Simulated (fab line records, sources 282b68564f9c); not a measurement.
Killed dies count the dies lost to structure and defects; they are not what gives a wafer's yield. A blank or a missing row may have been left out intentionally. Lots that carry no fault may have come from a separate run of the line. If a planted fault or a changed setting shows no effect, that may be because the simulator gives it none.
Which tool was responsible? ; flow ritCmos ; 14 lots with 42 wafers sampled at 3 steps, on a route of 202 steps

== WHAT EACH GAUGE READ, for each wafer ==
RIT_NRETRO_TW_MEAS_10. Usual: NRETRO_TW gives 1050 (standard deviation 8.6).
lot;measured;on;NRETRO_TW;flag
L661;day 2 12:52;filmMetro-03;1057 1056 1056;
L663;day 2 23:41;filmMetro-03;1062 1061 1063;
L664;day 3 04:44;filmMetro-03;1050 1052 1049;
L665;day 3 08:38;filmMetro-04;1053 1064 1063;
L667;day 3 18:57;filmMetro-03;1048 1049 1044;
L669;day 4 05:21;filmMetro-03;1052 1057 1055;
L670;day 4 10:21;filmMetro-01;1042 1046 1045;
L674;day 5 04:40;filmMetro-01;1037 1036 1040;
L677;day 5 21:55;filmMetro-01;1043 1045 1040;
L678;day 6 02:53;filmMetro-04;1060 1066 1063;
L680;day 6 13:17;filmMetro-03;1047 1047 1045;
L681;day 6 19:10;filmMetro-03;1048 1046 1052;
L682;day 6 21:55;filmMetro-04;1058 1063 1060;
L683;day 7 01:37;filmMetro-04;1064 1061 1059;

RIT_PRETRO_TW_MEAS_10. Usual: PRETRO_TW gives 476 (standard deviation 5.5).
lot;measured;on;PRETRO_TW;flag
L661;day 2 14:25;filmMetro-03;476 474 475;
L663;day 3 01:25;filmMetro-02;481 483 480;
L664;day 3 06:31;filmMetro-02;479 480 481;
L665;day 3 10:11;filmMetro-03;473 471 474;
L667;day 3 20:30;filmMetro-03;477 472 472;
L669;day 4 07:01;filmMetro-02;482 482 485;
L670;day 4 12:02;filmMetro-02;481 484 480;
L674;day 5 06:13;filmMetro-02;477 481 477;
L677;day 5 23:28;filmMetro-03;30 30 30;OFF
L678;day 6 04:34;filmMetro-01;30 30 30;OFF
L680;day 6 14:58;filmMetro-03;473 472 470;
L681;day 6 20:43;filmMetro-02;482 483 483;
L682;day 6 23:30;filmMetro-01;467 469 467;
L683;day 7 03:11;filmMetro-01;468 467 469;

== WHAT TOOL EACH LOT RAN ON (gives the tool, then ch and the chambers of the sampled wafers, and finally the start) ==
lot;RIT_NRETRO_STRIP_09
L661;plasmaAsher-04 ch 0,1, day 2 12:41
L663;plasmaAsher-03 ch 0,1, day 2 23:32
L664;plasmaAsher-01 ch 0,1, day 3 04:34
L665;plasmaAsher-03 ch 0,1, day 3 08:26
L667;plasmaAsher-04 ch 0,1, day 3 18:46
L669;plasmaAsher-01 ch 0,1, day 4 05:10
L670;plasmaAsher-01 ch 0,1, day 4 10:10
L674;plasmaAsher-04 ch 0,1, day 5 04:29
L677;plasmaAsher-01 ch 0,1, day 5 21:44
L678;plasmaAsher-03 ch 0,1, day 6 02:45
L680;plasmaAsher-04 ch 0,1, day 6 13:07
L681;plasmaAsher-04 ch 0,1, day 6 19:02
L682;plasmaAsher-01 ch 0,1, day 6 21:43
L683;plasmaAsher-03 ch 0,1, day 7 01:26
- RIT_NRETRO_STRIP_09: strips in O2, time 180 s.

== WHAT THE TOOLS THEMSELVES READ (means of the sampled wafers that have a number; where no wafer has one, the mark that the record gives instead) ==
RIT_NRETRO_STRIP_09. Usual: chamberPressureMTorr 4000 mTorr, standard deviation 3.5; drypumpMotorCurrentA 6.1 A, standard deviation 0.34.
lot;tool;chamberPressureMTorr (mTorr);drypumpMotorCurrentA (A);flag
L661;plasmaAsher-04;4004;5.9;
L663;plasmaAsher-03;3998;6.2;
L664;plasmaAsher-01;3998;6.0;
L665;plasmaAsher-03;4002;6.2;
L667;plasmaAsher-04;3998;5.9;
L669;plasmaAsher-01;4000;6.2;
L670;plasmaAsher-01;4003;6.2;
L674;plasmaAsher-04;3998;5.9;
L677;plasmaAsher-01;-;-;OFF
L678;plasmaAsher-03;-;-;OFF
L680;plasmaAsher-04;4001;5.9;
L681;plasmaAsher-04;4000;5.9;
L682;plasmaAsher-01;3999;6.2;
L683;plasmaAsher-03;3999;6.2;

== THE ANSWER, worked out from the rows above alone ==
Rule: lot off if the mean of its wafers having a number is beyond 3 standard deviations from the usual mean. A lot without any number at a reading at which 4 lots or more have one is off too. All remaining lots with rows at the step are treated as sound. After the gauges, taken in route order, come the tools' own readings; for these a lot's mean is taken, as printed above. The first step at which some lot is off is used, and at that step the reading that is off furthest; a lot without a number counts as furthest.
Off: L677, L678, seen at RIT_PRETRO_TW_MEAS_10 (PRETRO_TW).
If a tool, at a process step before that reading, ran all the lots that are off and no sound lot after the first of them, it fits. The gauges at RIT_PRETRO_TW_MEAS_10 aren't tried: what is off there is off at RIT_NRETRO_STRIP_09 too, on other tools, and a gauge's error can't cause that. Not one of the candidates tried fits.

== WHAT HAD BEEN PUT IN BY THE SIMULATOR ==
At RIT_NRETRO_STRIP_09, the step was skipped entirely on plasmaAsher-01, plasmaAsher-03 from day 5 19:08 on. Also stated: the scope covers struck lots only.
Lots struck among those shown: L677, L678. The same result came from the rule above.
